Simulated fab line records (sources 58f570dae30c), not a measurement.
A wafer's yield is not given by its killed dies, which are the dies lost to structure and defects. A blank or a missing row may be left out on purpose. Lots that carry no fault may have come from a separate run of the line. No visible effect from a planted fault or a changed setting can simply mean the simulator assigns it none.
Split-lot experiment | flow berkeleyCmos170 | 23 wafers read from 5 lots, route of 331 steps

## SPLIT DETAILS
At UCB170_M3_METAL_ETCH_18 (etches Al in Cl2/BCl3, stops on SiO2, target depth 1170 nm, time 195 s), the setting overEtchFrac was moved away from the recipe's 0.3 on 11 of the 23 wafers read, by -9.3% to +20.6%. For the rest of the wafers, this setting stayed at what the recipe calls for.

The file shows no step between the split and the reading.

## THE READING
oesProductAu, in a.u., at UCB170_M3_STRIP_19 (strips in O2). A value of 0.543 a.u. with a standard deviation of 0.013 a.u. is what fault-free wafers of this fab line usually give.

wafer  | tool, chamber at the split | overEtchFrac as run | against the recipe | oesProductAu, a.u. | against lot-mates on the recipe
L075.1 | rieMetal-02, 1             | 0.3                 | recipe             | 0.521              | -
L075.3 | rieMetal-02, 0             | 0.3                 | recipe             | 0.555              | -
L075.5 | rieMetal-02, 0             | 0.3                 | recipe             | 0.545              | -
L076.2 | rieMetal-02, 1             | 0.3618              | +20.6%             | 0.492              | -0.050
L076.3 | rieMetal-02, 0             | 0.3618              | +20.6%             | 0.515              | -0.027
L076.4 | rieMetal-02, 1             | 0.3618              | +20.6%             | 0.494              | -0.048
L076.5 | rieMetal-02, 1             | 0.3                 | recipe             | 0.529              | -
L076.6 | rieMetal-02, 0             | 0.3                 | recipe             | 0.554              | -
L078.1 | rieMetal-01, 0             | 0.2722              | -9.3%              | 0.557              | +0.017
L078.2 | rieMetal-01, 1             | 0.2722              | -9.3%              | 0.557              | +0.017
L078.4 | rieMetal-01, 0             | 0.2722              | -9.3%              | 0.547              | +0.007
L078.5 | rieMetal-01, 1             | 0.3                 | recipe             | 0.546              | -
L078.6 | rieMetal-01, 0             | 0.3                 | recipe             | 0.533              | -
L080.1 | rieMetal-02, 1             | 0.34                | +13.3%             | 0.512              | -0.036
L080.2 | rieMetal-02, 0             | 0.3                 | recipe             | 0.555              | -
L080.3 | rieMetal-02, 1             | 0.34                | +13.3%             | 0.510              | -0.038
L080.4 | rieMetal-02, 0             | 0.3                 | recipe             | 0.541              | -
L080.5 | rieMetal-02, 1             | 0.34                | +13.3%             | 0.508              | -0.040
L084.1 | rieMetal-02, 0             | 0.3                 | recipe             | 0.541              | -
L084.2 | rieMetal-02, 1             | 0.3383              | +12.8%             | 0.513              | -0.026
L084.3 | rieMetal-02, 1             | 0.3383              | +12.8%             | 0.515              | -0.024
L084.5 | rieMetal-02, 0             | 0.3                 | recipe             | 0.543              | -
L084.6 | rieMetal-02, 1             | 0.3                 | recipe             | 0.534              | -

FIT RESULTS
A straight line over all 23 wafers: oesProductAu changes by -0.00195 a.u. for each +1% of overEtchFrac; r = -0.90; the points scatter about the line by 0.0092 a.u.
The same after taking each lot's own level away (the mean of its wafers on the recipe; 23 wafers): -0.00206 a.u. for each +1%; r = -0.90; scatter 0.0095 a.u.
According to that fit, moving overEtchFrac by its largest amount changes the reading by 0.042 a.u.
From 0.5393 to 0.5480 a.u.: that is the span of the lots' own levels, equal to 0.7 times the standard deviation above.
The two slopes agree, so the slope changes little with the lot-to-lot level.
Check: -0.0431 a.u. against its lot-mates is what the line predicts for one of the wafers moved furthest among these (+20.6%) when that wafer is left out of the fit. It came out at -0.0495 a.u. against them.

## OTHER SPLITS ON THESE WAFERS
These wafers also went through other splits before the reading. Each is held against what the fit with the lots' levels taken away leaves over:
other split on the same wafers | wafers away from the commonest value | r with oesProductAu (lot level and that fit taken away)
UCB170_V2_ETCH_14 timeS        | 9                                    | +0.26

## THE WHOLE CHAIN: every reading that the file lists as answering this split, in the file's order
step                    | what it does                                                           | reading                                                                  | change (the file's fit)                   | r (the file's)
UCB170_M3_METAL_ETCH_18 | etches Al in Cl2/BCl3, stops on SiO2, target depth 1170 nm, time 195 s | KrF_of_M3_COAT_10.thkNm (the simulator's own value, which no gauge read) | -1.95 nm for each +1% of the setting      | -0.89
UCB170_M3_STRIP_19      | strips in O2                                                           | oesProductAu                                                             | -0.00214 a.u. for each +1% of the setting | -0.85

## FILE'S OWN FIT
oesProductAu changes by -0.00214 a.u. for each +1% of overEtchFrac, r = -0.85.
